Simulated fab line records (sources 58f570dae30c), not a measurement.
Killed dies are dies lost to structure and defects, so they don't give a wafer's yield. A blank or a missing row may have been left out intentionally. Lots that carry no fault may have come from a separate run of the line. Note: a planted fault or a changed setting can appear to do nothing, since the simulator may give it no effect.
Which of the tools did it?    flow berkeley cmos170    16 lots, 48 wafers sampled, at 5 steps of a route of 331

## WHAT THE GAUGES SHOWED, per wafer
UCB170_NWELL_THK_MEAS_02. Usual: NWELL_OXIDE_THK gives 26.4 nm (standard deviation 0.58).
lot   measured     on             NWELL_OXIDE_THK (nm)  flag
L411  day 2 00:26  film metro-02  26.3 26.2 25.9        
L412  day 2 10:02  film metro-01  26.7 26.6 26.4        
L413  day 2 10:02  film metro-04  26.5 26.1 26.4        
L414  day 2 20:55  film metro-04  26.8 26.9 27.3        
L416  day 3 03:43  film metro-04  25.8 26.0 26.1        
L417  day 3 08:37  film metro-04  27.6 27.8 27.4        
L418  day 3 08:39  film metro-01  27.5 27.9 28.0        
L419  day 3 18:45  film metro-02  26.7 26.7 26.5        
L420  day 4 00:17  film metro-04  26.8 26.8 27.2        
L421  day 4 07:21  film metro-01  26.3 26.4 26.2        
L422  day 4 07:21  film metro-02  25.9 25.8 25.9        
L425  day 5 05:35  film metro-04  26.1 26.2 26.3        
L426  day 5 05:35  film metro-02  26.9 26.3 26.1        
L427  day 5 16:30  film metro-01  26.4 26.7 26.3        
L430  day 6 05:44  film metro-02  26.4 25.7 26.1        
L432  day 6 15:19  film metro-01  26.9 26.6 26.7        

UCB170_NWELL_THK_MEAS_05. Usual: NWELL_NITRIDE_THK gives 224.8 nm (standard deviation 1.9).
lot   measured     on             NWELL_NITRIDE_THK (nm)  flag
L411  day 2 06:41  film metro-04  225.1 224.5 225.0       
L412  day 2 18:57  film metro-04  225.8 224.2 224.9       
L413  day 2 18:57  film metro-02  222.0 221.7 222.3       
L414  day 3 02:37  film metro-04  226.6 225.4 226.6       
L416  day 3 11:10  film metro-04  222.2 222.1 222.2       
L417  day 3 15:00  film metro-02  228.3 228.3 228.1       
L418  day 3 15:02  film metro-04  222.3 222.4 223.8       
L419  day 4 03:00  film metro-04  226.3 225.0 225.1       
L420  day 4 07:58  film metro-04  224.8 225.3 224.2       
L421  day 4 14:40  film metro-04  222.7 222.5 222.3       
L422  day 4 14:40  film metro-01  225.2 226.8 225.4       
L425  day 5 12:49  film metro-01  225.7 225.7 225.4       
L426  day 5 12:50  film metro-04  223.6 224.1 223.5       
L427  day 5 22:45  film metro-04  227.6 229.1 227.4       
L430  day 6 14:29  film metro-02  222.2 223.3 223.1       
L432  day 6 22:06  film metro-02  225.5 228.5 226.7       

UCB170_WELLDRIVE_THK_MEAS_02. Usual: WELLDRIVE_OXIDE_THK gives 199 nm (standard deviation 4).
lot   measured     on             WELLDRIVE_OXIDE_THK (nm)  flag
L411  day 3 16:13  film metro-02  203 204 208               
L412  day 4 07:54  film metro-02  199 195 194               
L413  day 4 07:52  film metro-03  198 195 198               
L414  day 4 12:39  film metro-01  207 205 203               
L416  day 4 20:01  film metro-01  203 202 200               
L417  day 5 03:08  film metro-02  202 196 197               
L418  day 5 03:10  film metro-03  198 199 195               
L419  day 5 13:38  film metro-03  204 200 200               
L420  day 6 00:26  film metro-01  199 200 202               
L421  day 6 00:25  film metro-02  203 203 202               
L422  day 6 00:25  film metro-03  196 197 198               
L425  day 7 04:14  film metro-02  204 204 208               
L426  day 7 04:15  film metro-01  204 201 201               
L427  day 7 04:16  film metro-03  199 198 198               
L430  day 8 07:42  film metro-01  195 199 194               
L432  day 8 20:11  film metro-02  199 196 195               

UCB170_ACTIVE_OVL_MEAS_14. Usual: ACTIVE_OVL gives 2 nm (standard deviation 5).
lot   measured     on          ACTIVE_OVL (nm)  flag
L411  day 4 12:11  overlay-01  2 2 4            
L412  day 5 05:51  overlay-02  4 1 -3           
L413  day 5 06:08  overlay-01  3 -2 6           
L414  day 5 11:26  overlay-01  0 -3 -3          
L416  day 5 18:23  overlay-01  4 11 7           
L417  day 6 02:58  overlay-01  3 3 5            
L418  day 6 02:44  overlay-02  -2 3 -3          
L419  day 6 13:50  overlay-02  1 7 -2           
L420  day 7 00:40  overlay-02  7 1 6            
L421  day 7 00:55  overlay-02  -8 -3 0          
L422  day 7 00:38  overlay-01  -2 5 6           
L425  day 8 14:53  overlay-02  277 273 276      OFF
L426  day 8 15:10  overlay-01  270 268 266      OFF
L427  day 8 14:55  overlay-01  277 281 281      OFF
L430  day 9 06:25  overlay-02  3 1 6            
L432  day 9 12:49  overlay-01  275 270 272      OFF

## WHAT TOOL EACH LOT RAN ON (gives the tool, then ch and the chambers of the sampled wafers, and finally the start)
lot   UCB170_ACTIVE_EXPOSE_10
L411  krf scanner-01 ch 0, day 4 11:41
L412  krf scanner-02 ch 0, day 5 05:20
L413  krf scanner-02 ch 0, day 5 05:31
L414  krf scanner-01 ch 0, day 5 10:55
L416  krf scanner-02 ch 0, day 5 17:49
L417  krf scanner-01 ch 0, day 6 02:05
L418  krf scanner-02 ch 0, day 6 01:54
L419  krf scanner-02 ch 0, day 6 13:07
L420  krf scanner-01 ch 0, day 6 23:19
L421  krf scanner-02 ch 0, day 6 23:37
L422  krf scanner-01 ch 0, day 6 23:23
L425  krf scanner-01 ch 0, day 8 14:00
L426  krf scanner-01 ch 0, day 8 14:16
L427  krf scanner-01 ch 0, day 8 14:10
L430  krf scanner-02 ch 0, day 9 05:11
L432  krf scanner-01 ch 0, day 9 12:07
- UCB170_ACTIVE_EXPOSE_10: exposes mask ACTIVE, target cd 1200 nm.

## AS READ BY THE TOOLS THEMSELVES (means over the sampled wafers that have a number; for cases with no such wafer, the mark the record gives instead)
The record holds no such reading with a usual standard deviation.

## THE ANSWER, worked out from the rows above alone
Rule: a lot counts as off when the mean over its wafers that have a number is more than 3 standard deviations away from the usual mean. Also off: a lot with no number at a reading for which 4 or more lots have one. Any other lot the step has rows for is counted as sound. Order of review: gauges by route order, followed by the tools' own readings, for which a lot's mean as printed above is used. At the first step where some lot is off, the reading lying furthest off is the one used; lots without a number count as furthest.
Off: at UCB170_ACTIVE_OVL_MEAS_14 (ACTIVE_OVL), L425, L426, L427, L432.
A tool fits if, at a process step before that reading, it ran every lot that is off, and no sound lot after the first of them. The gauges at UCB170_ACTIVE_OVL_MEAS_14 are tried like those tools. One fits: UCB170_ACTIVE_EXPOSE_10 on krf scanner-01. Its last sound lot is L422 (day 6 23:23), its first lot that is off L425 (day 8 14:00): a fault that began between those two fits.

## WHAT WAS PUT IN BY THE SIMULATOR
Scanner matching overlay: krf scanner-01, from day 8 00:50 on, at UCB170_ACTIVE_EXPOSE_10. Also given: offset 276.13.
Shown lots that were struck: L425, L426, L427, L432. The rule above found the same.
